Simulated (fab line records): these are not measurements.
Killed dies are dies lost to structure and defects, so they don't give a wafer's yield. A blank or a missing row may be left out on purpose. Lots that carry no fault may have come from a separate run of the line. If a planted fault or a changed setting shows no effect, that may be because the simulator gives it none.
Which tool did it? :: flow berkeley_cmos170 :: 14 lots, 42 wafers sampled, at 3 steps of a route of 331

## WHAT THE GAUGES SHOWED, per wafer
UCB170_START_BOW_MEAS_00.
lot: L518
measured: day 1 15:01
on: film_metro-01
INCOMING_BOW (um): -6 -3 1

lot: L519
measured: day 1 20:01
on: film_metro-02
INCOMING_BOW (um): -4 -8 8

lot: L520
measured: day 2 01:00
on: film_metro-02
INCOMING_BOW (um): -5 -1 8

lot: L521
measured: day 2 06:04
on: film_metro-01
INCOMING_BOW (um): 4 -3 11

lot: L522
measured: day 2 11:00
on: film_metro-02
INCOMING_BOW (um): 0 -9 -2

lot: L524
measured: day 2 21:01
on: film_metro-02
INCOMING_BOW (um): -8 -2 -7

lot: L525
measured: day 3 02:00
on: film_metro-01
INCOMING_BOW (um): 2 -2 3

lot: L526
measured: day 3 07:00
on: film_metro-02
INCOMING_BOW (um): -4 1 5

lot: L531
measured: day 4 08:01
on: film_metro-02
INCOMING_BOW (um): 1 11 6

lot: L533
measured: day 4 18:04
on: film_metro-02
INCOMING_BOW (um): -2 -4 1

lot: L535
measured: day 5 04:01
on: film_metro-02
INCOMING_BOW (um): 5 2 6

lot: L536
measured: day 5 09:00
on: film_metro-02
INCOMING_BOW (um): 1 -13 -5

lot: L538
measured: day 5 19:22
on: film_metro-02
INCOMING_BOW (um): 5 -2 11

lot: L539
measured: day 6 00:00
on: film_metro-02
INCOMING_BOW (um): 0 -9 -10

UCB170_NWELL_TW_MEAS_16.
lot: L518
measured: day 2 19:31
on: film_metro-01
NWELL_TW: 1261 1257 1260

lot: L519
measured: day 3 04:19
on: film_metro-03
NWELL_TW: 1270 1267 1270

lot: L520
measured: day 3 10:07
on: film_metro-01
NWELL_TW: 1258 1258 1253

lot: L521
measured: day 3 10:30
on: film_metro-02
NWELL_TW: 1239 1253 1248

lot: L522
measured: day 3 09:51
on: film_metro-03
NWELL_TW: 1256 1266 1257

lot: L524
measured: day 3 22:44
on: film_metro-01
NWELL_TW: 1260 1263 1258

lot: L525
measured: day 4 03:23
on: film_metro-02
NWELL_TW: 1255 1248 1249

lot: L526
measured: day 4 10:47
on: film_metro-03
NWELL_TW: 1259 1256 1252

lot: L531
measured: day 5 21:42
on: film_metro-01
NWELL_TW: 1259 1261 1266

lot: L533
measured: day 6 06:28
on: film_metro-03
NWELL_TW: 1255 1257 1257

lot: L535
measured: day 6 07:02
on: film_metro-01
NWELL_TW: 1250 1245 1248

lot: L536
measured: day 6 14:42
on: film_metro-01
NWELL_TW: 1254 1256 1257

lot: L538
measured: day 6 23:49
on: film_metro-03
NWELL_TW: 1258 1259 1252

lot: L539
measured: day 7 10:20
on: film_metro-01
NWELL_TW: 1257 1255 1255

UCB170_PWELL_THK_MEAS_06.
lot: L518
measured: day 3 13:44
on: film_metro-02
PWELL_NITRIDE_THK (nm): 221.2 220.9 219.5

lot: L519
measured: day 3 20:29
on: film_metro-02
PWELL_NITRIDE_THK (nm): 222.8 223.1 221.5

lot: L520
measured: day 4 03:20
on: film_metro-03
PWELL_NITRIDE_THK (nm): 219.3 219.0 218.9

lot: L521
measured: day 4 03:25
on: film_metro-03
PWELL_NITRIDE_THK (nm): 222.0 222.3 220.3

lot: L522
measured: day 4 03:20
on: film_metro-02
PWELL_NITRIDE_THK (nm): 220.7 221.5 221.2

lot: L524
measured: day 4 21:40
on: film_metro-02
PWELL_NITRIDE_THK (nm): 217.8 220.3 219.8

lot: L525
measured: day 5 09:20
on: film_metro-03
PWELL_NITRIDE_THK (nm): 220.9 223.7 221.3

lot: L526
measured: day 5 09:24
on: film_metro-03
PWELL_NITRIDE_THK (nm): 218.6 218.1 219.4

lot: L531
measured: day 6 14:30
on: film_metro-03
PWELL_NITRIDE_THK (nm): 219.6 221.1 220.5

lot: L533
measured: day 7 02:29
on: film_metro-04
PWELL_NITRIDE_THK (nm): 219.0 217.2 218.8

lot: L535
measured: day 7 02:24
on: film_metro-04
PWELL_NITRIDE_THK (nm): 213.4 215.5 215.8

lot: L536
measured: day 7 09:13
on: film_metro-02
PWELL_NITRIDE_THK (nm): 219.1 217.7 219.6

lot: L538
measured: day 7 20:35
on: film_metro-04
PWELL_NITRIDE_THK (nm): 217.5 216.7 215.7

lot: L539
measured: day 8 07:17
on: film_metro-03
PWELL_NITRIDE_THK (nm): 220.5 220.9 220.2

## WHAT TOOL EACH LOT RAN ON (gives the tool, then ch and the chambers of the sampled wafers, and finally the start)
No process step before these readings appears in the record.

## AS READ BY THE TOOLS THEMSELVES (means over the sampled wafers that have a number; for cases with no such wafer, the mark the record gives instead)
The record holds no such reading with a usual standard deviation.

## THE ANSWER, worked out from the rows above alone
Rule: usual is defined by the lots themselves. Put in order of their means at a reading, lots are off if they are a third of the lots or fewer, leave a main group of 4 or more, and stand apart from it by a gap of 3 or more times the standard deviation of the main group's means; of several such gaps the widest counts. A main group is skipped when, at the precision printed for the reading in the tables above, its means are all equal. Also off: a lot with no number at a reading for which 4 or more lots have one. The other lots that the step has rows for count as sound. First the gauges in route order, then the tools' own readings, where a lot's mean is used as printed above. The first step at which some lot is off is used, and at that step the reading that is off furthest; a lot without a number counts as furthest.
None of the lots is off at any reading shown; this tells nothing.

## WHAT THE SIMULATOR HAD PUT IN
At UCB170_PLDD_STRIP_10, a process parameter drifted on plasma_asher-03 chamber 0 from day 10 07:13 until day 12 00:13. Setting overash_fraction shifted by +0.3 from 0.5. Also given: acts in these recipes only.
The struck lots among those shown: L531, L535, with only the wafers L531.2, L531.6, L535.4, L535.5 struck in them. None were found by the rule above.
